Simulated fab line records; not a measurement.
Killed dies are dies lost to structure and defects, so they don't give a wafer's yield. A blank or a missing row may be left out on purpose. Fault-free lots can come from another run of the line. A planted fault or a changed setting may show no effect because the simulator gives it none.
Code-filled problem report in 8D (eight disciplines) form | flow rit cmos | the parts of the form that need people (team, actions taken, sign-off) are left out

== 1. THE PROBLEM ==
Across 12 wafers from 4 lots, NSD_OVL at RIT_NSD_OVL_MEAS_06 averages 360.2 nm, while fault-free wafers read -0.5 nm with a standard deviation of 1.5. That is +99 or more standard deviations from the usual mean.
The first sign was on wafer L697.1 at day 5 08:14, on overlay-02. At this step, 36 wafers from 12 lots have a number in the record. Rule for "out", or "out of limits": more than 4 standard deviations from the usual mean. Any other wafer with a number is counted as sound.

== 2. WHAT IT IS, AND WHAT IT ISN'T ==
question                    | is                     | is not
which readings at this step | NSD_OVL                | -
which lots                  | L697, L699, L700, L701 | L687, L688, L689, L690, L691, L694, L705, L710
which wafers of those lots  | all that have a number | -
read on which gauges        | overlay-01, overlay-02 | -
when                        | from day 5 08:14       | up to then (18 sound wafers); but 6 sound wafers of L705, L710 came after

== 3. THE SUSPECTS, EACH WITH WHAT RULES IT OUT ==
Counting: a tool stays on the suspect list if, at a process step up to the reading, it processed all lots that are out and no sound lot following the first of them.
- the gauge at RIT_NSD_OVL_MEAS_06 is ruled out. Those wafers that are out were read across 2 gauges (overlay-01, overlay-02).
- iline stepper-01 at RIT_NSD_EXPOSE_03 (exposes mask M9, target cd 40700 nm): kept. All lots that are out passed through it, beginning with L697 at day 5 07:50, and no sound lot followed; its final sound lot before that point was L690 at day 3 17:07.
Left after counting: iline stepper-01 at RIT_NSD_EXPOSE_03.

== 4. THE CAUSE (what the simulator had put in) ==
Scanner matching overlay: iline stepper-01, from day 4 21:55 on, at RIT_NSD_EXPOSE_03. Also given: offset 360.
The count eliminated every tool but this one.

== 5. SEQUENCE OF EFFECTS, ordered by route ==
Each row: a reading where the mean over the struck wafers with a number is more than 3 standard deviations away from the usual. Scope: only readings with a usual standard deviation given in the record; hours: median across lots of the time from each lot's start at the first step in this table that gives one to its start at this step; sigmas: change in usual standard deviations.
hours | step                | reading | usual   | on struck wafers | change | sigmas
0     | RIT_NSD_OVL_MEAS_06 | NSD_OVL | -0.5 nm | 360.2            | +360.7 | +99 or more

== 6. HOW IT WOULD HAVE BEEN CAUGHT EARLIER ==
10 hours passed between the start of the fault at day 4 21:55 and the first reading out of limits at a measuring or inspecting step in this record, taken at day 5 08:14.
Of the lots that are out (4), L699, L700, L701 began RIT_NSD_EXPOSE_03 on iline stepper-01 after day 5 08:14. A hold on the tool at that time would have spared those 3.
